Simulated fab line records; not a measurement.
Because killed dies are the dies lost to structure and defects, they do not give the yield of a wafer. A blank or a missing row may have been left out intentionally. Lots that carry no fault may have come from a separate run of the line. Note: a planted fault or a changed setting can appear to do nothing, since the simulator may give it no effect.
Split-lot study :: flow rit-cmos :: 23 wafers read from 5 lots, route of 202 steps

ON THE SPLIT
At RIT_SPACER_CVD_03 (deposits Si3N4 from SiH2Cl2/NH3, target thk 250 nm, time 3300 s), the setting temp-c was moved away from the recipe's 810 C on 5 of the 23 wafers read, by +2.9%. The other wafers ran this setting at the recipe's value.

BETWEEN THE SPLIT AND THE READING: the file shows 1 step in between
- RIT_SPACER_THK_MEAS_04

THE READING
oes-product-au, in a.u., at RIT_SPACER_ETCHBACK_05 (etches Si3N4 in SF6/CHF3, stops on SiO2, target depth 250 nm, time 240 s). A value of 0.847 a.u. with a standard deviation of 0.012 a.u. is what fault-free wafers of this fab line usually give.

wafer: L074.1
tool, chamber at the split: -, -
temp-c as run, C: 810
against the recipe: recipe
oes-product-au, a.u.: 0.833
against lot-mates on the recipe: -

wafer: L074.2
tool, chamber at the split: -, -
temp-c as run, C: 810
against the recipe: recipe
oes-product-au, a.u.: 0.862
against lot-mates on the recipe: -

wafer: L074.3
tool, chamber at the split: -, -
temp-c as run, C: 810
against the recipe: recipe
oes-product-au, a.u.: 0.862
against lot-mates on the recipe: -

wafer: L074.4
tool, chamber at the split: -, -
temp-c as run, C: 810
against the recipe: recipe
oes-product-au, a.u.: 0.852
against lot-mates on the recipe: -

wafer: L074.5
tool, chamber at the split: -, -
temp-c as run, C: 810
against the recipe: recipe
oes-product-au, a.u.: 0.866
against lot-mates on the recipe: -

wafer: L078.1
tool, chamber at the split: -, -
temp-c as run, C: 833.8
against the recipe: +2.9%
oes-product-au, a.u.: 1.005
against lot-mates on the recipe: no lot-mate on the recipe

wafer: L078.2
tool, chamber at the split: -, -
temp-c as run, C: 833.8
against the recipe: +2.9%
oes-product-au, a.u.: 1.007
against lot-mates on the recipe: no lot-mate on the recipe

wafer: L078.3
tool, chamber at the split: -, -
temp-c as run, C: 833.8
against the recipe: +2.9%
oes-product-au, a.u.: 1.012
against lot-mates on the recipe: no lot-mate on the recipe

wafer: L078.5
tool, chamber at the split: -, -
temp-c as run, C: 833.8
against the recipe: +2.9%
oes-product-au, a.u.: 1.008
against lot-mates on the recipe: no lot-mate on the recipe

wafer: L078.6
tool, chamber at the split: -, -
temp-c as run, C: 833.8
against the recipe: +2.9%
oes-product-au, a.u.: 1.010
against lot-mates on the recipe: no lot-mate on the recipe

wafer: L079.2
tool, chamber at the split: -, -
temp-c as run, C: 810
against the recipe: recipe
oes-product-au, a.u.: 0.860
against lot-mates on the recipe: -

wafer: L079.3
tool, chamber at the split: -, -
temp-c as run, C: 810
against the recipe: recipe
oes-product-au, a.u.: 0.842
against lot-mates on the recipe: -

wafer: L079.4
tool, chamber at the split: -, -
temp-c as run, C: 810
against the recipe: recipe
oes-product-au, a.u.: 0.859
against lot-mates on the recipe: -

wafer: L079.5
tool, chamber at the split: -, -
temp-c as run, C: 810
against the recipe: recipe
oes-product-au, a.u.: 0.838
against lot-mates on the recipe: -

wafer: L079.6
tool, chamber at the split: -, -
temp-c as run, C: 810
against the recipe: recipe
oes-product-au, a.u.: 0.863
against lot-mates on the recipe: -

wafer: L084.1
tool, chamber at the split: -, -
temp-c as run, C: 810
against the recipe: recipe
oes-product-au, a.u.: 0.823
against lot-mates on the recipe: -

wafer: L084.2
tool, chamber at the split: -, -
temp-c as run, C: 810
against the recipe: recipe
oes-product-au, a.u.: 0.853
against lot-mates on the recipe: -

wafer: L084.3
tool, chamber at the split: -, -
temp-c as run, C: 810
against the recipe: recipe
oes-product-au, a.u.: 0.851
against lot-mates on the recipe: -

wafer: L084.5
tool, chamber at the split: -, -
temp-c as run, C: 810
against the recipe: recipe
oes-product-au, a.u.: 0.842
against lot-mates on the recipe: -

wafer: L084.6
tool, chamber at the split: -, -
temp-c as run, C: 810
against the recipe: recipe
oes-product-au, a.u.: 0.822
against lot-mates on the recipe: -

wafer: L085.2
tool, chamber at the split: lpcvd-02, 0
temp-c as run, C: 810
against the recipe: recipe
oes-product-au, a.u.: 0.817
against lot-mates on the recipe: -

wafer: L085.4
tool, chamber at the split: lpcvd-02, 0
temp-c as run, C: 810
against the recipe: recipe
oes-product-au, a.u.: 0.849
against lot-mates on the recipe: -

wafer: L085.5
tool, chamber at the split: lpcvd-02, 0
temp-c as run, C: 810
against the recipe: recipe
oes-product-au, a.u.: 0.843
against lot-mates on the recipe: -

FIT RESULTS
A straight line over all 23 wafers: oes-product-au changes by +0.0551 a.u. for each +1% of temp-c; r = +0.98; the points scatter about the line by 0.014 a.u.
Too few moved wafers have a lot-mate on the recipe to fit a line with each lot's own level taken away.

THE WHOLE CHAIN: every reading that the file lists as answering this split, in the file's order
step: RIT_SPACER_CVD_03
what it does: deposits Si3N4 from SiH2Cl2/NH3, target thk 250 nm, time 3300 s
reading: Si3N4_of_SPACER_CVD_03.thk-nm (the simulator's own value, which no gauge read)
change (the file's fit): +44.4 nm for each +1% of the setting
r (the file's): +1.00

step: RIT_SPACER_THK_MEAS_04
what it does: 
reading: SPACER_NITRIDE_THK
change (the file's fit): +44.3 for each +1% of the setting
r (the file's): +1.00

step: RIT_SPACER_ETCHBACK_05
what it does: etches Si3N4 in SF6/CHF3, stops on SiO2, target depth 250 nm, time 240 s
reading: oes-product-au
change (the file's fit): +0.0551 a.u. for each +1% of the setting
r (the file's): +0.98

step: RIT_SPACER_ETCHBACK_05
what it does: etches Si3N4 in SF6/CHF3, stops on SiO2, target depth 250 nm, time 240 s
reading: Si3N4_of_SPACER_CVD_03.thk-nm (the simulator's own value, which no gauge read)
change (the file's fit): +34.6 nm for each +1% of the setting
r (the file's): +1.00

step: RIT_SPACER_ETCHBACK_05
what it does: etches Si3N4 in SF6/CHF3, stops on SiO2, target depth 250 nm, time 240 s
reading: etch.depth-nm (the simulator's own value, which no gauge read)
change (the file's fit): +19.6 nm for each +1% of the setting
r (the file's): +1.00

FILE'S OWN FIT
oes-product-au changes by +0.0551 a.u. for each +1% of temp-c, r = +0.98.
